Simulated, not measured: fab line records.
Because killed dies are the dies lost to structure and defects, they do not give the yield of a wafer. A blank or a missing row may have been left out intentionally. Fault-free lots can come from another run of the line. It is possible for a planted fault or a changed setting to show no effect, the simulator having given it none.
A single fault, viewed from 2 desks + flow rit-cmos + what lay behind the numbers comes last; until then each desk has only its own

## THE METROLOGY DESK
Means of the sampled wafers that have a number, per lot and without regard to the tool the lot ran on: this is what the gauges read. Any lot whose mean is over 4 standard deviations away from the usual mean is out of limits and marked OUT; that distance is given in the brackets.
Columns: A = NSD_TW at RIT_NSD_TW_MEAS_10, usual 3107; B = PSD_OVL at RIT_PSD_OVL_MEAS_06, usual -0.2 nm
| lot  | first seen here | A    | B    |
|------|-----------------|------|------|
| L518 | day 3 12:06     | 3105 | -0.3 |
| L520 | day 3 22:10     | 3063 | 0.7  |
| L525 | day 5 01:25     | 3126 | 0.5  |
| L526 | day 5 04:06     | 3081 | 0.0  |
| L531 | day 6 06:28     | 3102 | -1.8 |
| L538 | day 7 16:28     | 3118 | -0.2 |
Result from this desk: across the 6 lots, nothing is out of limits.

## DESK OF THE TOOL OWNER: implanter-04
The tool's own readings at RIT_PSD_IMPLANT_08, given as means over the sampled wafers that have a number, one for each lot that went through this tool. Any lot whose mean is over 4 standard deviations away from the usual mean is out of limits and marked OUT; that distance is given in the brackets.
Columns: A = tilt-deg at RIT_PSD_IMPLANT_08, usual 7.002 degrees
| lot  | first seen here | A               |
|------|-----------------|-----------------|
| L518 | day 3 13:13     | 7.002           |
| L520 | day 3 23:25     | 6.412 (-31) OUT |
| L526 | day 5 05:15     | 6.404 (-31) OUT |
This desk's verdict: out of limits on L520, L526, starting with L520 at day 3 23:25 (tilt-deg at RIT_PSD_IMPLANT_08). Within limits: L518.

## TAKEN TOGETHER
An alarm could have come from the tool owner's desk at day 3 23:25, on L520, L526.
Nothing out of limits was seen by the metrology desk.
The metrology desk has L520, L526 on record, within its limits.
Every lot named ran RIT_PSD_IMPLANT_08 on implanter-04.

## WHAT THE SIMULATOR HAD INSERTED
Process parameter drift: implanter-04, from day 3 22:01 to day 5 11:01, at RIT_PSD_IMPLANT_08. Setting tilt-deg shifted by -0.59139 from 7. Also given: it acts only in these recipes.
Lots struck among those shown: L520, L526.
How many hours passed from the start of the fault until each desk's first out-of-limits reading: the tool owner's desk, 1.
